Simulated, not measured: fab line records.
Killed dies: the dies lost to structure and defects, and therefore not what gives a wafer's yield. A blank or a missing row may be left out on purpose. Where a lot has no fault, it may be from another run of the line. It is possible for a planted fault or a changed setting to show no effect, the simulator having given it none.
Lot-split experiment / flow berkeley-cmos170 / route with 331 steps; 5 lots, 23 wafers read

## THE SPLIT ITSELF
At UCB170_M1_METAL_ETCH_12 (etches Al in Cl2/BCl3, stops on PSG, target depth 780 nm, time 130 s), the setting time-s was moved away from the recipe's 130 s on 10 of the 23 wafers read, by +5.7% to +14.3%. This setting was run at the recipe's value on the other wafers.

The reading is taken at the split's own step.

## THE READING
KrF_of_M1_COAT_04.thk-nm (the simulator's own value, which no gauge read), in nm, at UCB170_M1_METAL_ETCH_12 (etches Al in Cl2/BCl3, stops on PSG, target depth 780 nm, time 130 s). No usual value for it is given in the file. The 13 wafers here that ran the recipe average 432.9 nm, standard deviation 13 nm.

wafer=L075.2; tool, chamber at the split=rie-metal-02, 1; time-s as run, s=130; against the recipe=recipe; KrF_of_M1_COAT_04.thk-nm, nm=442.4; against lot-mates on the recipe=-
wafer=L075.3; tool, chamber at the split=rie-metal-02, 1; time-s as run, s=137.4; against the recipe=+5.7%; KrF_of_M1_COAT_04.thk-nm, nm=417; against lot-mates on the recipe=-17.0
wafer=L075.4; tool, chamber at the split=rie-metal-02, 0; time-s as run, s=130; against the recipe=recipe; KrF_of_M1_COAT_04.thk-nm, nm=420.5; against lot-mates on the recipe=-
wafer=L075.5; tool, chamber at the split=rie-metal-02, 1; time-s as run, s=130; against the recipe=recipe; KrF_of_M1_COAT_04.thk-nm, nm=439.2; against lot-mates on the recipe=-
wafer=L075.6; tool, chamber at the split=rie-metal-02, 0; time-s as run, s=137.4; against the recipe=+5.7%; KrF_of_M1_COAT_04.thk-nm, nm=389.5; against lot-mates on the recipe=-44.5
wafer=L078.1; tool, chamber at the split=rie-metal-01, 0; time-s as run, s=146.3; against the recipe=+12.5%; KrF_of_M1_COAT_04.thk-nm, nm=366; against lot-mates on the recipe=-52.9
wafer=L078.2; tool, chamber at the split=rie-metal-01, 1; time-s as run, s=146.3; against the recipe=+12.5%; KrF_of_M1_COAT_04.thk-nm, nm=353; against lot-mates on the recipe=-65.9
wafer=L078.3; tool, chamber at the split=rie-metal-01, 1; time-s as run, s=146.3; against the recipe=+12.5%; KrF_of_M1_COAT_04.thk-nm, nm=352.8; against lot-mates on the recipe=-66.1
wafer=L078.4; tool, chamber at the split=rie-metal-01, 0; time-s as run, s=130; against the recipe=recipe; KrF_of_M1_COAT_04.thk-nm, nm=426.5; against lot-mates on the recipe=-
wafer=L078.5; tool, chamber at the split=rie-metal-01, 1; time-s as run, s=130; against the recipe=recipe; KrF_of_M1_COAT_04.thk-nm, nm=411.2; against lot-mates on the recipe=-
wafer=L081.1; tool, chamber at the split=rie-metal-02, 1; time-s as run, s=143.1; against the recipe=+10.1%; KrF_of_M1_COAT_04.thk-nm, nm=386.6; against lot-mates on the recipe=-41.1
wafer=L081.2; tool, chamber at the split=rie-metal-02, 0; time-s as run, s=143.1; against the recipe=+10.1%; KrF_of_M1_COAT_04.thk-nm, nm=374.1; against lot-mates on the recipe=-53.6
wafer=L081.3; tool, chamber at the split=rie-metal-02, 0; time-s as run, s=130; against the recipe=recipe; KrF_of_M1_COAT_04.thk-nm, nm=417.7; against lot-mates on the recipe=-
wafer=L081.5; tool, chamber at the split=rie-metal-02, 1; time-s as run, s=130; against the recipe=recipe; KrF_of_M1_COAT_04.thk-nm, nm=437.7; against lot-mates on the recipe=-
wafer=L081.6; tool, chamber at the split=rie-metal-02, 0; time-s as run, s=143.1; against the recipe=+10.1%; KrF_of_M1_COAT_04.thk-nm, nm=369.1; against lot-mates on the recipe=-58.6
wafer=L082.1; tool, chamber at the split=rie-metal-01, 0; time-s as run, s=130; against the recipe=recipe; KrF_of_M1_COAT_04.thk-nm, nm=433.6; against lot-mates on the recipe=-
wafer=L082.2; tool, chamber at the split=rie-metal-01, 1; time-s as run, s=130; against the recipe=recipe; KrF_of_M1_COAT_04.thk-nm, nm=423.4; against lot-mates on the recipe=-
wafer=L082.6; tool, chamber at the split=rie-metal-01, 1; time-s as run, s=130; against the recipe=recipe; KrF_of_M1_COAT_04.thk-nm, nm=423.8; against lot-mates on the recipe=-
wafer=L080.1; tool, chamber at the split=rie-metal-04, 0; time-s as run, s=148.6; against the recipe=+14.3%; KrF_of_M1_COAT_04.thk-nm, nm=392.3; against lot-mates on the recipe=-58.2
wafer=L080.2; tool, chamber at the split=rie-metal-04, 1; time-s as run, s=130; against the recipe=recipe; KrF_of_M1_COAT_04.thk-nm, nm=447.2; against lot-mates on the recipe=-
wafer=L080.3; tool, chamber at the split=rie-metal-04, 1; time-s as run, s=130; against the recipe=recipe; KrF_of_M1_COAT_04.thk-nm, nm=447.8; against lot-mates on the recipe=-
wafer=L080.5; tool, chamber at the split=rie-metal-04, 0; time-s as run, s=130; against the recipe=recipe; KrF_of_M1_COAT_04.thk-nm, nm=456.5; against lot-mates on the recipe=-
wafer=L080.6; tool, chamber at the split=rie-metal-04, 1; time-s as run, s=148.6; against the recipe=+14.3%; KrF_of_M1_COAT_04.thk-nm, nm=386.1; against lot-mates on the recipe=-64.4

THE FIT
A straight line over all 23 wafers: KrF_of_M1_COAT_04.thk-nm changes by -4.82 nm for each +1% of time-s; r = -0.88; the points scatter about the line by 15 nm.
The same after taking each lot's own level away (the mean of its wafers on the recipe; 23 wafers): -4.72 nm for each +1%; r = -0.96; scatter 8.6 nm.
According to that fit, moving time-s by its largest amount changes the reading by 68 nm.
Across the lots, their own levels run from 418.85 to 450.50 nm, a range of 2.4 times the standard deviation given above.
The two slopes agree, so the slope changes little with the lot-to-lot level.
Check: for one of the wafers moved furthest among these (+14.3%), held out of the fit, the line's prediction against its lot-mates is -70.1 nm. It came out at -58.2 nm against them.

## THE OTHER SPLITS THESE WAFERS WENT THROUGH
Before the reading, these wafers also passed through other splits. Each is held against what the fit with the lots' levels taken away leaves over:
other split on the same wafers=UCB170_CONTACT_COAT_10 resist-thk-nm; wafers away from the commonest value=7; r with KrF_of_M1_COAT_04.thk-nm (lot level and that fit taken away)=+0.15
other split on the same wafers=UCB170_CONTACT_PEB_13 peb-temp-c; wafers away from the commonest value=7; r with KrF_of_M1_COAT_04.thk-nm (lot level and that fit taken away)=+0.03

## THE FILE'S OWN FIT
KrF_of_M1_COAT_04.thk-nm changes by -4.72 nm for each +1% of time-s, r = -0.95.
